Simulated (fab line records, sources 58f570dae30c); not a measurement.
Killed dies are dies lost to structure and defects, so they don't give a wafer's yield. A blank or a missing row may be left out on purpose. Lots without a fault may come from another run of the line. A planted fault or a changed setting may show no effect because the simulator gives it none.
Which tool did it? | flow berkeley_cmos170 | 14 lots, 42 wafers sampled, at 6 steps of a route of 331

WHAT THE GAUGES READ, wafer by wafer
UCB170_NLDD_TW_MEAS_11.
lot  | measured     | on            | NLDD_TW
L711 | day 7 17:47  | film_metro-03 | 2223 2214 2221
L712 | day 7 18:12  | film_metro-01 | 2222 2217 2223
L710 | day 7 18:44  | film_metro-02 | 2205 2229 2208
L709 | day 7 19:03  | film_metro-02 | 2214 2203 2218
L707 | day 7 19:08  | film_metro-01 | 2210 2202 2221
L714 | day 8 21:58  | film_metro-03 | 2219 2203 2221
L716 | day 8 22:20  | film_metro-03 | 2224 2215 2218
L715 | day 8 22:41  | film_metro-03 | 2236 2222 2199
L721 | day 10 07:11 | film_metro-01 | 2223 2207 2217
L722 | day 10 07:25 | film_metro-03 | 2193 2197 2199
L724 | day 11 06:02 | film_metro-02 | 2210 2197 2209
L726 | day 11 12:54 | film_metro-03 | 2194 2201 2194
L728 | day 11 13:11 | film_metro-03 | 2204 2206 2211
L727 | day 11 13:27 | film_metro-03 | 2208 2202 2210

UCB170_M1_RS_MEAS_01: measures by four-point-probe.
lot  | measured     | on            | M1_AL_RS (ohm/sq)
L711 | day 8 13:24  | film_metro-02 | 0.0487 0.0489 0.0479
L712 | day 8 13:40  | film_metro-01 | 0.0487 0.0495 0.0495
L710 | day 8 13:09  | film_metro-03 | 0.0492 0.0478 0.0483
L709 | day 8 18:06  | film_metro-01 | 0.0480 0.0486 0.0478
L707 | day 8 13:47  | film_metro-03 | 0.0486 0.0490 0.0490
L714 | day 9 17:17  | film_metro-02 | 0.0494 0.0492 0.0488
L716 | day 9 17:38  | film_metro-01 | 0.0485 0.0483 0.0495
L715 | day 9 18:32  | film_metro-03 | 0.0485 0.0484 0.0491
L721 | day 11 00:26 | film_metro-02 | 0.0241 0.0238 0.0238
L722 | day 11 00:21 | film_metro-03 | 0.0481 0.0483 0.0480
L724 | day 12 02:29 | film_metro-03 | 0.0240 0.0244 0.0241
L726 | day 12 08:23 | film_metro-01 | 0.0484 0.0486 0.0481
L728 | day 12 09:11 | film_metro-03 | 0.0485 0.0483 0.0489
L727 | day 12 09:27 | film_metro-02 | 0.0487 0.0488 0.0490

UCB170_M1_THK_MEAS_02: measures by xrf.
lot  | measured     | on            | M1_AL_THK (nm)
L711 | day 8 13:31  | film_metro-02 | 602 603 610
L712 | day 8 13:46  | film_metro-01 | 601 588 588
L710 | day 8 13:16  | film_metro-03 | 595 612 604
L709 | day 8 18:13  | film_metro-01 | 604 599 610
L707 | day 8 13:53  | film_metro-03 | 604 597 598
L714 | day 9 17:24  | film_metro-02 | 589 593 599
L716 | day 9 17:46  | film_metro-01 | 605 607 593
L715 | day 9 18:39  | film_metro-03 | 608 607 598
L721 | day 11 00:32 | film_metro-02 | 1196 1210 1216
L722 | day 11 00:28 | film_metro-03 | 607 607 610
L724 | day 12 02:37 | film_metro-03 | 1215 1201 1209
L726 | day 12 08:30 | film_metro-01 | 606 597 603
L728 | day 12 09:19 | film_metro-03 | 609 610 599
L727 | day 12 09:34 | film_metro-02 | 597 595 592

WHICH TOOL RAN EACH LOT (tool, then ch and the chambers of the sampled wafers, then the start)
lot  | UCB170_CONTACT_STRIP_06              | UCB170_CONTACT_RTA_08            | UCB170_M1_SPUTTER_00
L711 | plasma_asher-04 ch 0,1, day 8 10:16  | rtp_anneal-01 ch 0, day 8 11:20  | pvd_sputter-03, day 8 13:20
L712 | plasma_asher-04 ch 0,1, day 8 10:43  | rtp_anneal-01 ch 0, day 8 11:25  | pvd_sputter-01, day 8 13:35
L710 | plasma_asher-03 ch 0,1, day 8 10:16  | rtp_anneal-02 ch 0, day 8 11:20  | pvd_sputter-02, day 8 13:05
L709 | plasma_asher-01 ch 0,1, day 8 15:26  | rtp_anneal-01 ch 0, day 8 15:43  | pvd_sputter-03, day 8 18:02
L707 | plasma_asher-01 ch 0,1, day 8 10:17  | rtp_anneal-02 ch 0, day 8 11:26  | pvd_sputter-02, day 8 13:41
L714 | plasma_asher-01 ch 0,1, day 9 15:07  | rtp_anneal-01 ch 0, day 9 15:23  | pvd_sputter-03, day 9 17:13
L716 | plasma_asher-03 ch 0,1, day 9 15:07  | rtp_anneal-02 ch 0, day 9 15:23  | pvd_sputter-02, day 9 17:35
L715 | plasma_asher-01 ch 0,1, day 9 16:22  | rtp_anneal-02 ch 0, day 9 16:38  | pvd_sputter-01, day 9 18:28
L721 | plasma_asher-01 ch 0,1, day 10 21:53 | rtp_anneal-01 ch 0, day 10 22:08 | pvd_sputter-03, day 11 00:07
L722 | plasma_asher-03 ch 0,1, day 10 21:57 | rtp_anneal-01 ch 0, day 10 22:18 | pvd_sputter-01, day 11 00:17
L724 | plasma_asher-01 ch 0,1, day 11 21:32 | rtp_anneal-01 ch 0, day 11 23:06 | pvd_sputter-02, day 12 02:02
L726 | plasma_asher-04 ch 0,1, day 12 06:25 | rtp_anneal-01 ch 0, day 12 06:42 | pvd_sputter-03, day 12 08:19
L728 | plasma_asher-04 ch 0,1, day 12 07:14 | rtp_anneal-02 ch 0, day 12 07:30 | pvd_sputter-02, day 12 09:08
L727 | plasma_asher-01 ch 0,1, day 12 07:14 | rtp_anneal-01 ch 0, day 12 07:31 | pvd_sputter-01, day 12 09:22
- UCB170_CONTACT_STRIP_06: strips in O2.
- UCB170_CONTACT_RTA_08: time 10 s.
- UCB170_M1_SPUTTER_00: material Al, target thk 600 nm, time 80 s.

WHAT THE TOOLS THEMSELVES READ (means of the sampled wafers that have a number; where no wafer has one, the mark that the record gives instead)
UCB170_CONTACT_STRIP_06.
lot  | tool            | chamber_pressure_mTorr (mTorr) | drypump_motor_current_A (A) | o2_flow_sccm (sccm) | oes_product_au (a.u.) | strip_time_to_endpoint_s (s)
L711 | plasma_asher-04 | 3502                           | 5.77                        | 399.7               | 0.732                 | 22.05
L712 | plasma_asher-04 | 3499                           | 5.92                        | 399.6               | 0.732                 | 21.99
L710 | plasma_asher-03 | 3503                           | 5.56                        | 399.8               | 0.734                 | 22.01
L709 | plasma_asher-01 | 3497                           | 5.55                        | 399.4               | 0.732                 | 22.01
L707 | plasma_asher-01 | 3501                           | 5.55                        | 400.6               | 0.733                 | 22.04
L714 | plasma_asher-01 | 3500                           | 5.79                        | 399.1               | 0.738                 | 22.02
L716 | plasma_asher-03 | 3502                           | 5.60                        | 400.7               | 0.737                 | 22.05
L715 | plasma_asher-01 | 3502                           | 5.80                        | 399.1               | 0.734                 | 21.98
L721 | plasma_asher-01 | 3501                           | 5.54                        | 398.9               | 0.733                 | 21.88
L722 | plasma_asher-03 | 3498                           | 5.57                        | 401.0               | 0.738                 | 21.91
L724 | plasma_asher-01 | 3500                           | 5.57                        | 399.1               | 0.735                 | 21.96
L726 | plasma_asher-04 | 3499                           | 5.91                        | 399.1               | 0.728                 | 22.10
L728 | plasma_asher-04 | 3501                           | 5.78                        | 398.9               | 0.734                 | 21.97
L727 | plasma_asher-01 | 3500                           | 5.56                        | 399.1               | 0.733                 | 21.99

UCB170_CONTACT_RTA_08.
lot  | tool          | lamp_power_pct (%) | wafer_temp_C_max
L711 | rtp_anneal-01 | 22.2               | 901.9
L712 | rtp_anneal-01 | 22.2               | 902.3
L710 | rtp_anneal-02 | 24.0               | 902.4
L709 | rtp_anneal-01 | 22.2               | 902.3
L707 | rtp_anneal-02 | 24.0               | 902.7
L714 | rtp_anneal-01 | 22.2               | 902.1
L716 | rtp_anneal-02 | 24.0               | 902.9
L715 | rtp_anneal-02 | 24.0               | 902.8
L721 | rtp_anneal-01 | 22.2               | 903.3
L722 | rtp_anneal-01 | 22.2               | 902.4
L724 | rtp_anneal-01 | 22.2               | 902.0
L726 | rtp_anneal-01 | 22.2               | 901.4
L728 | rtp_anneal-02 | 24.0               | 903.0
L727 | rtp_anneal-01 | 22.2               | 902.5

UCB170_M1_SPUTTER_00.
lot  | tool           | throttle_valve_pct (%)
L711 | pvd_sputter-03 | 29.6
L712 | pvd_sputter-01 | 30.3
L710 | pvd_sputter-02 | 30.1
L709 | pvd_sputter-03 | 29.6
L707 | pvd_sputter-02 | 30.0
L714 | pvd_sputter-03 | 30.4
L716 | pvd_sputter-02 | 30.6
L715 | pvd_sputter-01 | 30.0
L721 | pvd_sputter-03 | 30.7
L722 | pvd_sputter-01 | 30.4
L724 | pvd_sputter-02 | 30.0
L726 | pvd_sputter-03 | 29.7
L728 | pvd_sputter-02 | 30.6
L727 | pvd_sputter-01 | 29.9

THE ANSWER, worked out from the rows above alone
Rule: what is usual is taken from the lots themselves. Put in order of their means at a reading, lots are off if they are a third of the lots or fewer, leave a main group of 4 or more, and stand apart from it by a gap of 3 or more times the standard deviation of the main group's means; of several such gaps the widest counts. A main group whose means are all the same, to the digits that the tables above print for the reading, isn't used. A lot without any number at a reading at which 4 lots or more have one is off too. The other lots that the step has rows for count as sound. The gauges are gone through in route order, then the tools' own readings, and for those a lot's mean is taken as printed above. The first step at which some lot is off is used, and at that step the reading that is off furthest; a lot without a number counts as furthest.
Off: L721, L724, at UCB170_M1_RS_MEAS_01 (M1_AL_RS). The main group: mean 0.0486 ohm/sq, standard deviation 0.00034.
A tool fits if, at a process step before that reading, it ran every lot that is off, and no sound lot after the first of them. The gauges at UCB170_M1_RS_MEAS_01 are tried like those tools. None of those tried fits.

WHAT THE SIMULATOR HAD PUT IN
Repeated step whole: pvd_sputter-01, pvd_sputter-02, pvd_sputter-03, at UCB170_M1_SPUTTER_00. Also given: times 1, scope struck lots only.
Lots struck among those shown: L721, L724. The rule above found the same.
